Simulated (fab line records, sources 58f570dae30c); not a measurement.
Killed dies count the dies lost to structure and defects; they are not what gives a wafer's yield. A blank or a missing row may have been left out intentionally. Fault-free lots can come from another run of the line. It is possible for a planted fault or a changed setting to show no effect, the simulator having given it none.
Chamber matching || flow berkeley cmos170 || UCB170_GATE_ETCH_15 on rie si-01 has 4 sister chambers
The step etches poly-Si in HBr/Cl2, stops on SiO2, time 56.3 s, target depth 278.2 nm. 4 wafers are shown with their chamber, then 7 later ones without.

== WAFERS WITH THEIR CHAMBER ==
{"wafer": "L823.2", "chamber": 1, "throttle valve pct (%)": 26.35}
{"wafer": "L823.6", "chamber": 3, "throttle valve pct (%)": 26.14}
{"wafer": "L825.2", "chamber": 0, "throttle valve pct (%)": 26.54}
{"wafer": "L825.3", "chamber": 2, "throttle valve pct (%)": 26.04}

== WAFERS WITH NO CHAMBER GIVEN ==
{"wafer": "L825.4", "throttle valve pct (%)": 26.13}
{"wafer": "L830.1", "throttle valve pct (%)": 26.54}
{"wafer": "L830.4", "throttle valve pct (%)": 26.49}
{"wafer": "L830.5", "throttle valve pct (%)": 26.15}
{"wafer": "L831.1", "throttle valve pct (%)": 26.55}
{"wafer": "L831.3", "throttle valve pct (%)": 26.47}
{"wafer": "L831.4", "throttle valve pct (%)": 26.14}

== CHAMBER TAKEN BY EACH ==
{"wafer": "L825.4", "from the rows above": 3, "in truth": 3}
{"wafer": "L830.1", "from the rows above": 0, "in truth": 0}
{"wafer": "L830.4", "from the rows above": 0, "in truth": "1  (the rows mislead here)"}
{"wafer": "L830.5", "from the rows above": 3, "in truth": 3}
{"wafer": "L831.1", "from the rows above": 0, "in truth": 0}
{"wafer": "L831.3", "from the rows above": "can't be placed: 0 or 1", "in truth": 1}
{"wafer": "L831.4", "from the rows above": 3, "in truth": 3}
5 of 7 placed correctly. Not placeable from these rows: 1 (in 1, the candidates include the true chamber). 1 placed wrongly.
How it was worked out, from the rows above alone: a wafer's distance from a chamber is the root of the sum, over the readings, of the square of ((its reading less the chamber's mean) divided by the reading's scatter). If the next closest chamber is less than 2 further off than the closest, the wafer can't be placed; otherwise it belongs to the closest. For every chamber, the mean is computed from those of its wafers that are shown. The scatter (one wafer shown for each chamber): square how far every hidden wafer sits from the nearest shown wafer, average those squares and take the square root.
